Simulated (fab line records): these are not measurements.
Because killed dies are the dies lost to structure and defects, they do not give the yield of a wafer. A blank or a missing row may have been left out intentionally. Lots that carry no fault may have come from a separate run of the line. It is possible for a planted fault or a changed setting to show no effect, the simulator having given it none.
Split-lot study || flow berkeley-cmos170 || 23 wafers read from 5 lots, route of 331 steps

THE SPLIT ITSELF
At UCB170_ACTIVE_COAT_08 (resist thk 900 nm), the setting spin-rpm was moved away from the recipe's 1500 rpm on 6 of the 23 wafers read, by -4.9% to +3.3%. The other wafers ran this setting at the recipe's value.

The split's own step is where the reading is taken.

THE READING
KrF_of_ACTIVE_COAT_08.thk-nm (the simulator's own value, which no gauge read), in nm, at UCB170_ACTIVE_COAT_08 (resist thk 900 nm). The file does not state a usual value for it. Here, 17 wafers ran the recipe; their average is 899.8 nm with a standard deviation of 2.4 nm.

{"wafer": "L074.1", "tool, chamber at the split": "litho-track-03, 0", "spin-rpm as run, rpm": 1500, "against the recipe": "recipe", "KrF_of_ACTIVE_COAT_08.thk-nm, nm": 901, "against lot-mates on the recipe": "-"}
{"wafer": "L074.2", "tool, chamber at the split": "litho-track-03, 0", "spin-rpm as run, rpm": 1500, "against the recipe": "recipe", "KrF_of_ACTIVE_COAT_08.thk-nm, nm": 903.7, "against lot-mates on the recipe": "-"}
{"wafer": "L074.3", "tool, chamber at the split": "litho-track-03, 0", "spin-rpm as run, rpm": 1549, "against the recipe": "+3.3%", "KrF_of_ACTIVE_COAT_08.thk-nm, nm": 885.5, "against lot-mates on the recipe": -16.1}
{"wafer": "L074.5", "tool, chamber at the split": "litho-track-03, 0", "spin-rpm as run, rpm": 1500, "against the recipe": "recipe", "KrF_of_ACTIVE_COAT_08.thk-nm, nm": 900, "against lot-mates on the recipe": "-"}
{"wafer": "L074.6", "tool, chamber at the split": "litho-track-03, 0", "spin-rpm as run, rpm": 1549, "against the recipe": "+3.3%", "KrF_of_ACTIVE_COAT_08.thk-nm, nm": 886.9, "against lot-mates on the recipe": -14.7}
{"wafer": "L078.4", "tool, chamber at the split": "litho-track-03, 0", "spin-rpm as run, rpm": 1500, "against the recipe": "recipe", "KrF_of_ACTIVE_COAT_08.thk-nm, nm": 900, "against lot-mates on the recipe": "-"}
{"wafer": "L078.5", "tool, chamber at the split": "litho-track-03, 0", "spin-rpm as run, rpm": 1500, "against the recipe": "recipe", "KrF_of_ACTIVE_COAT_08.thk-nm, nm": 895.1, "against lot-mates on the recipe": "-"}
{"wafer": "L078.6", "tool, chamber at the split": "litho-track-03, 0", "spin-rpm as run, rpm": 1500, "against the recipe": "recipe", "KrF_of_ACTIVE_COAT_08.thk-nm, nm": 896.2, "against lot-mates on the recipe": "-"}
{"wafer": "L079.1", "tool, chamber at the split": "litho-track-03, 0", "spin-rpm as run, rpm": 1462, "against the recipe": "-2.5%", "KrF_of_ACTIVE_COAT_08.thk-nm, nm": 913, "against lot-mates on the recipe": "+14.7"}
{"wafer": "L079.3", "tool, chamber at the split": "litho-track-03, 0", "spin-rpm as run, rpm": 1500, "against the recipe": "recipe", "KrF_of_ACTIVE_COAT_08.thk-nm, nm": 900.9, "against lot-mates on the recipe": "-"}
{"wafer": "L079.4", "tool, chamber at the split": "litho-track-03, 0", "spin-rpm as run, rpm": 1500, "against the recipe": "recipe", "KrF_of_ACTIVE_COAT_08.thk-nm, nm": 897.7, "against lot-mates on the recipe": "-"}
{"wafer": "L079.5", "tool, chamber at the split": "litho-track-03, 0", "spin-rpm as run, rpm": 1500, "against the recipe": "recipe", "KrF_of_ACTIVE_COAT_08.thk-nm, nm": 896.3, "against lot-mates on the recipe": "-"}
{"wafer": "L079.6", "tool, chamber at the split": "litho-track-03, 0", "spin-rpm as run, rpm": 1462, "against the recipe": "-2.5%", "KrF_of_ACTIVE_COAT_08.thk-nm, nm": 909.6, "against lot-mates on the recipe": "+11.3"}
{"wafer": "L083.1", "tool, chamber at the split": "litho-track-02, 0", "spin-rpm as run, rpm": 1500, "against the recipe": "recipe", "KrF_of_ACTIVE_COAT_08.thk-nm, nm": 900.8, "against lot-mates on the recipe": "-"}
{"wafer": "L083.3", "tool, chamber at the split": "litho-track-02, 0", "spin-rpm as run, rpm": 1426, "against the recipe": "-4.9%", "KrF_of_ACTIVE_COAT_08.thk-nm, nm": 927.3, "against lot-mates on the recipe": "+25.0"}
{"wafer": "L083.4", "tool, chamber at the split": "litho-track-02, 0", "spin-rpm as run, rpm": 1426, "against the recipe": "-4.9%", "KrF_of_ACTIVE_COAT_08.thk-nm, nm": 924.2, "against lot-mates on the recipe": "+21.9"}
{"wafer": "L083.5", "tool, chamber at the split": "litho-track-02, 0", "spin-rpm as run, rpm": 1500, "against the recipe": "recipe", "KrF_of_ACTIVE_COAT_08.thk-nm, nm": 902.1, "against lot-mates on the recipe": "-"}
{"wafer": "L083.6", "tool, chamber at the split": "litho-track-02, 0", "spin-rpm as run, rpm": 1500, "against the recipe": "recipe", "KrF_of_ACTIVE_COAT_08.thk-nm, nm": 903.9, "against lot-mates on the recipe": "-"}
{"wafer": "L085.2", "tool, chamber at the split": "litho-track-03, 0", "spin-rpm as run, rpm": 1500, "against the recipe": "recipe", "KrF_of_ACTIVE_COAT_08.thk-nm, nm": 899.8, "against lot-mates on the recipe": "-"}
{"wafer": "L085.3", "tool, chamber at the split": "litho-track-03, 0", "spin-rpm as run, rpm": 1500, "against the recipe": "recipe", "KrF_of_ACTIVE_COAT_08.thk-nm, nm": 900, "against lot-mates on the recipe": "-"}
{"wafer": "L085.4", "tool, chamber at the split": "litho-track-03, 0", "spin-rpm as run, rpm": 1500, "against the recipe": "recipe", "KrF_of_ACTIVE_COAT_08.thk-nm, nm": 898.6, "against lot-mates on the recipe": "-"}
{"wafer": "L085.5", "tool, chamber at the split": "litho-track-03, 0", "spin-rpm as run, rpm": 1500, "against the recipe": "recipe", "KrF_of_ACTIVE_COAT_08.thk-nm, nm": 899.1, "against lot-mates on the recipe": "-"}
{"wafer": "L085.6", "tool, chamber at the split": "litho-track-03, 0", "spin-rpm as run, rpm": 1500, "against the recipe": "recipe", "KrF_of_ACTIVE_COAT_08.thk-nm, nm": 901.3, "against lot-mates on the recipe": "-"}

THE FIT
A straight line over all 23 wafers: KrF_of_ACTIVE_COAT_08.thk-nm changes by -4.84 nm for each +1% of spin-rpm; r = -0.97; the points scatter about the line by 2.4 nm.
The same after taking each lot's own level away (the mean of its wafers on the recipe; 23 wafers): -4.79 nm for each +1%; r = -0.99; scatter 1.6 nm.
According to that fit, moving spin-rpm by its largest amount changes the reading by 24 nm.
The lots' own levels span 897.10 to 902.27 nm, that is 2.2 times the standard deviation above.
Consequently the slope shifts little with the lot-to-lot level, the two slopes agreeing.
Check: +23.2 nm against its lot-mates is what the line predicts for one of the wafers moved furthest among these (-4.9%) when that wafer is left out of the fit. Against them it came out at +25 nm.

ADDITIONAL SPLITS CARRIED BY THESE WAFERS
Note: prior to the reading, these wafers also went through further splits. Each is held against what the fit with the lots' levels taken away leaves over:
{"other split on the same wafers": "UCB170_ZERO_COAT_01 resist-thk-nm", "wafers away from the commonest value": 4, "r with KrF_of_ACTIVE_COAT_08.thk-nm (lot level and that fit taken away)": -0.22}
{"other split on the same wafers": "UCB170_NWELL_CVD_04 temp-c", "wafers away from the commonest value": 18, "r with KrF_of_ACTIVE_COAT_08.thk-nm (lot level and that fit taken away)": "+0.09"}
{"other split on the same wafers": "UCB170_NWELL_ETCH_13 rf-w", "wafers away from the commonest value": 6, "r with KrF_of_ACTIVE_COAT_08.thk-nm (lot level and that fit taken away)": "+0.10"}
{"other split on the same wafers": "UCB170_PWELL_CVD_05 pressure-mtorr", "wafers away from the commonest value": 15, "r with KrF_of_ACTIVE_COAT_08.thk-nm (lot level and that fit taken away)": -0.08}
{"other split on the same wafers": "UCB170_WELLDRIVE_OXIDATION_01 ox-time-s", "wafers away from the commonest value": 15, "r with KrF_of_ACTIVE_COAT_08.thk-nm (lot level and that fit taken away)": -0.02}

THE WHOLE CHAIN: every reading that the file lists as answering this split, in the file's order
{"step": "UCB170_ACTIVE_COAT_08", "what it does": "resist thk 900 nm", "reading": "KrF_of_ACTIVE_COAT_08.thk-nm (the simulator's own value, which no gauge read)", "change (the file's fit)": "-4.8 nm for each +1% of the setting", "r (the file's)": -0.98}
{"step": "UCB170_ACTIVE_STRIP_16", "what it does": "strips in O2", "reading": "strip-time-to-endpoint-s", "change (the file's fit)": "withheld for each +1% of the setting, in a fit together with power-w@ACTIVE_STRIP_16", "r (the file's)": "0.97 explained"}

THE FILE'S OWN FIT
KrF_of_ACTIVE_COAT_08.thk-nm changes by -4.8 nm for each +1% of spin-rpm, r = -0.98.
